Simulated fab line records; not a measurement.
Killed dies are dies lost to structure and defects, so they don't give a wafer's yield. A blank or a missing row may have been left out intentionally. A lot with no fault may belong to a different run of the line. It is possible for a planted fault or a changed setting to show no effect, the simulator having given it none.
8D (eight disciplines) problem report, filled in by code || flow berkeley cmos170 || the parts of the form that need people (team, actions taken, sign-off) are left out

== 1. WHAT WENT WRONG ==
Mean PVT_TW at UCB170_PVT_TW_MEAS_09: 453 over 6 wafers in 2 lots; fault-free wafers: 513, standard deviation 4.9. Relative to the usual mean, that is a shift of -12 standard deviations.
The first sign was on wafer L420.1 at day 9 19:49, on film metro-02. The record holds 42 wafers of 14 lots with a number at this step. The rule behind "out" and "out of limits": a value lying over 4 standard deviations away from the usual mean. The other wafers with a number count as sound.

== 2. WHAT IT IS AND WHAT IT IS NOT ==
{"question": "which readings at this step", "is": "PVT_TW", "is not": "-"}
{"question": "which lots", "is": "L420, L423", "is not": "L405, L406, L407, L408, L409, L410, L413, L415, L418, L419, L421, L428"}
{"question": "which wafers of those lots", "is": "all that have a number", "is not": "-"}
{"question": "read on which gauges", "is": "film metro-02, film metro-04", "is not": "film metro-03"}
{"question": "when", "is": "from day 9 19:49", "is not": "up to then (30 sound wafers); but 6 sound wafers of L421, L428 came after"}

== 3. SUSPECTS, AND WHAT RULES EACH OUT ==
Counting: a tool at any process step up to the reading remains a suspect when it ran all the lots that are out and ran no sound lot after the first of those.
- the gauge at UCB170_PVT_TW_MEAS_09: ruled out. 2 gauges (film metro-02, film metro-04) read the wafers that are out.
- implanter-04 at UCB170_PVT_IMPLANT_07: kept. It processed each lot that is out, first L420 at day 9 19:34, and no sound lot thereafter; up to then, the last sound lot it processed was L415 at day 8 18:11. Its own readings are out on those wafers: dose ions cm2, faraday current uA.
The count leaves implanter-04 at UCB170_PVT_IMPLANT_07.

== 4. THE CAUSE (what the simulator had put in) ==
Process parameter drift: implanter-04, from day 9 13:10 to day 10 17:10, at UCB170_PVT_IMPLANT_07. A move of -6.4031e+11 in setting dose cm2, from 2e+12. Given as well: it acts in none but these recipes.
Counting left only this tool.

== 5. THE CHAIN OF EFFECTS, in route order ==
Each row: a reading where the mean over the struck wafers with a number is more than 3 standard deviations away from the usual. Readings are gone through only where the record gives a usual standard deviation; hours: the median, over the lots, of the time from a lot's start at the first step in this table giving one to that lot's start at this step; sigmas: the change measured in usual standard deviations.
{"hours": 0, "step": "UCB170_PVT_IMPLANT_07", "reading": "dose ions cm2", "usual": 2.0003e+12, "on struck wafers": 1.3599e+12, "change": -6.4043e+11, "sigmas": "-99 or more"}
{"hours": 0, "step": "UCB170_PVT_IMPLANT_07", "reading": "faraday current uA", "usual": 6.36, "on struck wafers": 4.31, "change": -2.05, "sigmas": -16}
{"hours": 0, "step": "UCB170_PVT_TW_MEAS_09", "reading": "PVT_TW", "usual": 513, "on struck wafers": 453, "change": -60, "sigmas": -12}
Process steps it contains:
- UCB170_PVT_IMPLANT_07
Later steps that measure or inspect, where all struck wafers having a row at the step show a number for every such reading and not one has moved that far: UCB170_M1_CD_MEAS_09, UCB170_M3_RS_MEAS_02.

== 6. WHAT WOULD HAVE CAUGHT IT SOONER ==
The first out-of-limits reading at a measuring or inspecting step in this record came at day 9 19:49, 7 hours after the fault's start at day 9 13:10.
The tool's own readings at UCB170_PVT_IMPLANT_07 were out on every struck wafer that the step has a row for (dose ions cm2, faraday current uA): an alarm limit on them would have fired on the first of those.
Of the lots that are out (2), L423 began UCB170_PVT_IMPLANT_07 on implanter-04 after day 9 19:49. Had the tool been put on hold then, it would have been spared.
